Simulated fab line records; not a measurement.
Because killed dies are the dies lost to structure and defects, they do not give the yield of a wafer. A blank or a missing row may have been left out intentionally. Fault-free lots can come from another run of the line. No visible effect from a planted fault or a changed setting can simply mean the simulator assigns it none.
Which of the tools did it? / flow berkeley-cmos170 / Sampling: 15 lots, 45 wafers, 2 of 331 route steps

## WHAT THE GAUGES READ, wafer by wafer
UCB170_M1_CD_MEAS_09: target cd 700 nm. Usual: 699.8 nm for cd-nm, sd 1.7.
lot=L309; measured=day 7 12:59; on=cd-sem-01; cd-nm (nm)=697.7 698.9 699.5; flag=
lot=L310; measured=day 7 13:12; on=cd-sem-01; cd-nm (nm)=699.5 699.4 700.3; flag=
lot=L312; measured=day 7 17:57; on=cd-sem-01; cd-nm (nm)=701.3 699.5 700.5; flag=
lot=L311; measured=day 7 19:44; on=cd-sem-01; cd-nm (nm)=701.3 700.6 700.7; flag=
lot=L313; measured=day 8 09:52; on=cd-sem-02; cd-nm (nm)=703.3 702.8 702.0; flag=
lot=L314; measured=day 8 10:05; on=cd-sem-02; cd-nm (nm)=703.6 702.9 703.1; flag=
lot=L316; measured=day 8 18:57; on=cd-sem-01; cd-nm (nm)=698.8 699.0 699.3; flag=
lot=L315; measured=day 8 20:28; on=cd-sem-01; cd-nm (nm)=698.9 697.4 699.8; flag=
lot=L317; measured=day 8 23:52; on=cd-sem-01; cd-nm (nm)=662.7 662.6 660.9; flag=OFF
lot=L321; measured=day 10 00:09; on=cd-sem-02; cd-nm (nm)=670.3 670.1 668.7; flag=OFF
lot=L322; measured=day 10 05:51; on=cd-sem-01; cd-nm (nm)=672.5 672.9 670.5; flag=OFF
lot=L323; measured=day 10 18:17; on=cd-sem-01; cd-nm (nm)=699.1 698.6 698.2; flag=
lot=L326; measured=day 11 08:43; on=cd-sem-01; cd-nm (nm)=701.9 701.2 701.6; flag=
lot=L327; measured=day 11 09:05; on=cd-sem-02; cd-nm (nm)=700.0 698.5 699.2; flag=
lot=L330; measured=day 11 20:57; on=cd-sem-01; cd-nm (nm)=700.0 700.6 699.9; flag=

## WHICH TOOL RAN EACH LOT (tool, then ch and the chambers of the sampled wafers, then the start)
lot=L309; UCB170_M1_EXPOSE_06=krf-scanner-02 ch 0, day 7 12:20
lot=L310; UCB170_M1_EXPOSE_06=krf-scanner-02 ch 0, day 7 12:26
lot=L312; UCB170_M1_EXPOSE_06=krf-scanner-01 ch 0, day 7 17:34
lot=L311; UCB170_M1_EXPOSE_06=krf-scanner-01 ch 0, day 7 19:20
lot=L313; UCB170_M1_EXPOSE_06=krf-scanner-02 ch 0, day 8 08:40
lot=L314; UCB170_M1_EXPOSE_06=krf-scanner-01 ch 0, day 8 09:11
lot=L316; UCB170_M1_EXPOSE_06=krf-scanner-02 ch 0, day 8 18:34
lot=L315; UCB170_M1_EXPOSE_06=krf-scanner-02 ch 0, day 8 20:01
lot=L317; UCB170_M1_EXPOSE_06=krf-scanner-02 ch 0, day 8 23:28
lot=L321; UCB170_M1_EXPOSE_06=krf-scanner-02 ch 0, day 9 23:46
lot=L322; UCB170_M1_EXPOSE_06=krf-scanner-02 ch 0, day 10 05:04
lot=L323; UCB170_M1_EXPOSE_06=krf-scanner-01 ch 0, day 10 17:47
lot=L326; UCB170_M1_EXPOSE_06=krf-scanner-01 ch 0, day 11 07:55
lot=L327; UCB170_M1_EXPOSE_06=krf-scanner-01 ch 0, day 11 08:30
lot=L330; UCB170_M1_EXPOSE_06=krf-scanner-01 ch 0, day 11 20:34
- UCB170_M1_EXPOSE_06: exposes mask METAL1, target cd 700 nm.

## AS READ BY THE TOOLS THEMSELVES (means over the sampled wafers that have a number; for cases with no such wafer, the mark the record gives instead)
UCB170_M1_EXPOSE_06. Usual: 20.982 for exposure-dose-mJ-cm2, sd 0.023.
lot=L309 tool=krf-scanner-02 exposure-dose-mJ-cm2=20.971 flag=
lot=L310 tool=krf-scanner-02 exposure-dose-mJ-cm2=20.988 flag=
lot=L312 tool=krf-scanner-01 exposure-dose-mJ-cm2=20.927 flag=
lot=L311 tool=krf-scanner-01 exposure-dose-mJ-cm2=20.977 flag=
lot=L313 tool=krf-scanner-02 exposure-dose-mJ-cm2=20.968 flag=
lot=L314 tool=krf-scanner-01 exposure-dose-mJ-cm2=20.948 flag=
lot=L316 tool=krf-scanner-02 exposure-dose-mJ-cm2=20.986 flag=
lot=L315 tool=krf-scanner-02 exposure-dose-mJ-cm2=20.999 flag=
lot=L317 tool=krf-scanner-02 exposure-dose-mJ-cm2=26.203 flag=OFF
lot=L321 tool=krf-scanner-02 exposure-dose-mJ-cm2=25.177 flag=OFF
lot=L322 tool=krf-scanner-02 exposure-dose-mJ-cm2=24.336 flag=OFF
lot=L323 tool=krf-scanner-01 exposure-dose-mJ-cm2=20.989 flag=
lot=L326 tool=krf-scanner-01 exposure-dose-mJ-cm2=20.986 flag=
lot=L327 tool=krf-scanner-01 exposure-dose-mJ-cm2=20.993 flag=
lot=L330 tool=krf-scanner-01 exposure-dose-mJ-cm2=20.984 flag=

## THE ANSWER, worked out from the rows above alone
Rule: a lot is off if the mean of its wafers that have a number lies more than 3 standard deviations from the usual mean. A lot without any number at a reading at which 4 lots or more have one is off too. The other lots that the step has rows for count as sound. After the gauges, taken in route order, come the tools' own readings; for these a lot's mean is taken, as printed above. At the first step where some lot is off, the reading lying furthest off is the one used; lots without a number count as furthest.
Off: L317, L321, L322, at UCB170_M1_CD_MEAS_09 (cd-nm).
If a tool, at a process step before that reading, ran all the lots that are off and no sound lot after the first of them, it fits. Not tried: the gauges at UCB170_M1_CD_MEAS_09; whatever is off there is also off at UCB170_M1_EXPOSE_06, on other tools, and gauge error can't account for it. One candidate fits, namely krf-scanner-02 at UCB170_M1_EXPOSE_06. Its last sound lot is L315 (day 8 20:01), its first lot that is off L317 (day 8 23:28): a fault that began between those two fits.
On the lots that are off, the tool's own readings at UCB170_M1_EXPOSE_06 differ by more than 5 times the standard deviation of the sound lots' means, which bears it out; exposure-dose-mJ-cm2 reads 25.239 there versus 20.976 on the sound lots.

## WHAT THE SIMULATOR HAD PUT IN
Drift in process parameters on krf-scanner-02 at UCB170_M1_EXPOSE_06, starting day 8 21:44. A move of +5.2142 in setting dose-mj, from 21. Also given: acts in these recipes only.
Lots struck among those shown: L317, L321, L322. The rule given above showed the same thing.
